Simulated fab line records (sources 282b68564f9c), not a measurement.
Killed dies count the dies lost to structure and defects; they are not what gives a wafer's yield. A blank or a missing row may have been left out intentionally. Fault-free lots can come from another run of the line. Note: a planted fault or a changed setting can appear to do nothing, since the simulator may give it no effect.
Matching of chambers	flow rit-cmos	RIT_GATE_ETCH_19 on rie-si-02: 4 sister chambers
The step etches poly-Si in SF6/CHF3/O2, stops on SiO2, time 165 s, target depth 312.5 nm. 8 wafers are shown with their chamber, then 8 later ones without.

## WAFERS PAIRED WITH THEIR CHAMBERS
wafer	chamber	drypump-motor-current-A (A)	throttle-valve-pct (%)
L482.4	1	4.9	10.36
L482.5	2	6.0	10.04
L492.6	3	6.1	10.29
L494.4	3	6.2	10.27
L494.6	1	5.0	10.35
L498.3	2	6.0	10.06
L498.6	0	4.8	9.94
L499.3	0	4.8	9.95

## WAFERS WITH NO CHAMBER GIVEN
wafer	drypump-motor-current-A (A)	throttle-valve-pct (%)
L499.4	5.0	10.37
L499.5	5.0	10.37
L502.1	4.9	10.37
L502.4	4.8	9.95
L502.5	5.0	10.36
L503.2	6.0	10.06
L503.3	6.2	10.28
L503.5	6.2	10.28

## THE CHAMBER EACH PASSED THROUGH
wafer	from the rows above	in truth
L499.4	1	1
L499.5	1	1
L502.1	1	1
L502.4	0	0
L502.5	1	1
L503.2	2	2
L503.3	3	3
L503.5	3	3
Correctly placed: 8 of 8. Number that these rows cannot place: 0. Number placed wrongly: 0.
How it was worked out, from the rows above alone: a wafer's distance from a chamber is the root of the sum, over the readings, of the square of ((its reading less the chamber's mean) divided by the reading's scatter). If the next closest chamber is less than 2 further off than the closest, the wafer can't be placed; otherwise it belongs to the closest. The mean given for a chamber averages the wafers shown for that chamber. How the scatter is found: for the shown wafers, subtract from each reading the mean of its chamber, square and add these, divide the total by (wafers less chambers), then take the root.
